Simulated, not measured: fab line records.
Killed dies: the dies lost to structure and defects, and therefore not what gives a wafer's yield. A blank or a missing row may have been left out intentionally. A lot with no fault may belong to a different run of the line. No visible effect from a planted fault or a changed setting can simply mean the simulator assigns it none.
Struck lot and sound lot, side by side ; flow ritCmos ; 16 out of 202 route steps
Sound: these wafers, L412.1, L412.3, L412.5. Wafers L417.2, L417.3, L417.5 were the ones struck. The cause is named last.
At each step with rows: each side's tool, then ch and its chambers, then its first start. Under that, the readings that differ: sound wafers ; struck wafers ; difference of the means ; sigmas: that difference in standard deviations of wafers without a fault.
alike: readings with means less than 2 such deviations apart, plus words and numbers identical on both sides. not compared: withheld readings, readings lacking a value on some wafer, bounds such as >300 that could conceal the same value, and numbers that have no deviation in the record and whose values overlap.
The two part at a step that has a row with sigmas, a row that says differs or no value, or rows on one side only. When numbers do not overlap yet have no deviation, they are printed without sigmas and do not part them. A reading missing from all wafers of one side parts the sides only when that side holds two or more wafers.

first, 1 step without rows for these wafers: RIT_PRETRO_DEVELOP_05 (develop time 68 s).
RIT_PRETRO_OVL_MEAS_06:
  sound: overlay-02 at day 5 01:22; struck: overlay-01 at day 6 04:16
  alike: PRETRO_OVL
then, 2 steps without rows for these wafers: RIT_PRETRO_HARDBAKE_07 (time 120 s); RIT_PRETRO_IMPLANT_08.
RIT_PRETRO_STRIP_09: strips in O2, time 180 s.
  sound on plasmaAsher-02 ch 0, day 5 01:47; struck on plasmaAsher-02 ch 0,1, day 6 05:04
  alike: drypumpMotorCurrentA
  not compared: rfHoursCounterH
RIT_PRETRO_TW_MEAS_10:
  sound: filmMetro-01 at day 5 01:58; struck: filmMetro-01 at day 6 05:14
  alike: PRETRO_TW
then, 5 steps without rows for these wafers: RIT_GATE_WET_ETCH_00 (etches SiO2 in BOE, target depth 56 nm, time 60 s); RIT_GATE_CLEAN_01 (cleans in SC1, time 600 s); RIT_GATE_CLEAN_02 (cleans in dHF, time 30 s); RIT_GATE_CLEAN_03 (cleans in SC2, time 600 s); RIT_GATE_CLEAN_04 (cleans in dHF, time 60 s).
RIT_FOX2_THK_MEAS_91:
  sound: filmMetro-04 at day 5 02:40; struck: filmMetro-04 at day 6 05:43
  alike: FIELD_OXIDE_LEFT_2_THK
RIT_GATE_OXIDATION_05: target thk 3 nm, ox time 270 s.
  sound on furnace-01 ch 0, day 5 06:49; struck on furnace-01 ch 0, day 6 06:31
reading;sound;struck;difference;sigmas
spikeTcCentreC (C);902.2 903.5 901.6;883.2 883.2 884.2;-18.9;-10
tube_center_temp_C_max;902.1 901.8 901.9;902.7 902.4 903.0;+0.8;+2
model.SiO2_of_GATE_OXIDATION_05.thkNm (nm);2.999 3.068 3.044;2.97 2.878 2.78;-0.16;
  alike: zonePowerSourcePct
then, 1 step without rows for these wafers: RIT_GATE_ANNEAL_06 (time 600 s).
RIT_GATE_THK_MEAS_07:
  sound: filmMetro-04 at day 5 12:16; struck: filmMetro-02 at day 6 08:07
reading;sound;struck;difference;sigmas
GATE_OXIDE_THK (nm);3.02 3.07 3.13;2.96 2.95 2.73;-0.19;-3
  not compared: hold
RIT_M1_PROBE_99:
  sound: prober-02 at day 6 15:52; struck: prober-02 at day 7 15:53
  alike: killedAtFrontEnd, killedDies, killedOpen, killedShort

== WHERE THEY PART ==
At RIT_GATE_OXIDATION_05 first; at RIT_GATE_THK_MEAS_07 last (within this record only). Later steps at which nothing parts them and some readings are alike: RIT_M1_PROBE_99.

WHY: whatever the simulator had introduced
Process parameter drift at RIT_GATE_OXIDATION_05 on furnace-01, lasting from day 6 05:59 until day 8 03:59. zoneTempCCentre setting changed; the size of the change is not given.
